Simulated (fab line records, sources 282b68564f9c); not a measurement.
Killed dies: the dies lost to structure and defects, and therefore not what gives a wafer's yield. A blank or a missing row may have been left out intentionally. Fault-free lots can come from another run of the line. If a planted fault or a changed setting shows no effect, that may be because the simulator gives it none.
Split-lot trial    flow rit cmos    on a route of 202 steps: 4 lots, 15 wafers read

## ABOUT THE SPLIT
At RIT_PLDD_IMPLANT_08, the setting energy kev was moved away from the recipe's 20 on 3 of the 15 wafers read, by -5.0% to -2.8%. All remaining wafers had this setting at the recipe value.

## FROM THE SPLIT TO THE READING: what the file shows between them, 13 steps
- RIT_PLDD_STRIP_09: strips in O2, time 180 s
- RIT_SPACER_CLEAN_00: cleans in SC1, time 600 s
- RIT_NSD_COAT_01: resist thk 1000 nm (also split here: resist thk nm)
- RIT_SDANNEAL_RTA_03: time 5 s (also split here: time s)
- RIT_SDANNEAL_RS_MEAS_04: measures by four-point-probe
- RIT_CONTACT_CVD_00: deposits SiO2 from TEOS, target thk 400 nm, time 61 s (also split here: time s)
- RIT_CONTACT_THK_MEAS_01
- RIT_CONTACT_DEVELOP_07: develop time 120 s (also split here: dev temp c)
- RIT_CONTACT_STRIP_12: strips in O2, time 171.1 s
- RIT_CONTACT_CLEAN_13: cleans in SC1, time 600 s
- RIT_M1_SPUTTER_00: material Al, target thk 400 nm, time 500 s (also split here: time s)
- RIT_M1_RS_MEAS_01: measures by four-point-probe
- RIT_M1_THK_MEAS_02: measures by xrf

## THE READING
etest.pldd.line ohm um (the simulator's own value, which no gauge read), at RIT_M1_PROBE_99. There is no usual value for it anywhere in the file. The 12 wafers here that ran the recipe average 243.5, standard deviation 68.

wafer   tool, chamber at the split  energy kev as run  against the recipe  etest.pldd.line ohm um  against lot-mates on the recipe
L074.2  implanter-02, 0             20                 recipe              428.5                   -
L074.5  implanter-02, 0             19                 -5.0%               566.7                   +138.2
L078.1  implanter-03, 0             20                 recipe              256.4                   -
L078.2  implanter-03, 0             19.43              -2.8%               288.7                   +26.6
L078.3  implanter-03, 0             20                 recipe              273.1                   -
L078.4  implanter-03, 0             20                 recipe              256.7                   -
L078.5  implanter-03, 0             19.43              -2.8%               300.8                   +38.7
L080.1  implanter-01, 0             20                 recipe              256.6                   -
L080.3  implanter-01, 0             20                 recipe              249.6                   -
L080.4  implanter-01, 0             20                 recipe              235.5                   -
L080.5  implanter-01, 0             20                 recipe              233.6                   -
L080.6  implanter-01, 0             20                 recipe              244                     -
L082.1  implanter-03, 0             20                 recipe              163                     -
L082.2  implanter-03, 0             20                 recipe              162.9                   -
L082.3  implanter-03, 0             20                 recipe              161.7                   -

THE FIT
A straight line over all 15 wafers: etest.pldd.line ohm um changes by -47.7 for each +1% of energy kev; r = -0.71; the points scatter about the line by 77.
The same after taking each lot's own level away (the mean of its wafers on the recipe; 15 wafers): -21.8 for each +1%; r = -0.91; scatter 16.
On that fit, the largest move of energy kev shifts the reading by 1.1e+02.
The lots' own levels span 162.53 to 428.50, that is 3.9 times the standard deviation above.
So the lot-to-lot level blurs the effect unless lot-mates are compared.
Check: for one of the wafers moved furthest among these (-5.0%), held out of the fit, the line's prediction against its lot-mates is +57.3. Against them it came out at +138.

## OTHER SPLITS APPLIED TO THESE WAFERS
Other splits were also applied to these wafers ahead of the reading. Each is held against what the fit with the lots' levels taken away leaves over:
other split on the same wafers     wafers away from the commonest value  r with etest.pldd.line ohm um (lot level and that fit taken away)
RIT_PLDD_SOFTBAKE_02 temp c        6                                     -0.36
RIT_NSD_COAT_01 resist thk nm      4                                     -0.24
RIT_SDANNEAL_RTA_03 time s         5                                     -0.19
RIT_CONTACT_CVD_00 time s          5                                     +0.21
RIT_CONTACT_DEVELOP_07 dev temp c  6                                     +0.56
RIT_M1_SPUTTER_00 time s           7                                     -0.13

## THE WHOLE CHAIN: every reading that the file lists as answering this split, in the file's order
step                 what it does  reading                                                                  change (the file's fit)                 r (the file's)
RIT_PLDD_IMPLANT_08                implant.drp nm (the simulator's own value, which no gauge read)          +0.0688 nm for each +1% of the setting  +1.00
RIT_M1_PROBE_99                    etest.pldd.rs ohm sq (the simulator's own value, which no gauge read)    -66.8 for each +1% of the setting       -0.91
RIT_M1_PROBE_99                    etest.pldd.line ohm um (the simulator's own value, which no gauge read)  -20.6 for each +1% of the setting       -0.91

## THE FILE'S OWN FIT
etest.pldd.line ohm um changes by -20.6 for each +1% of energy kev, r = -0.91.
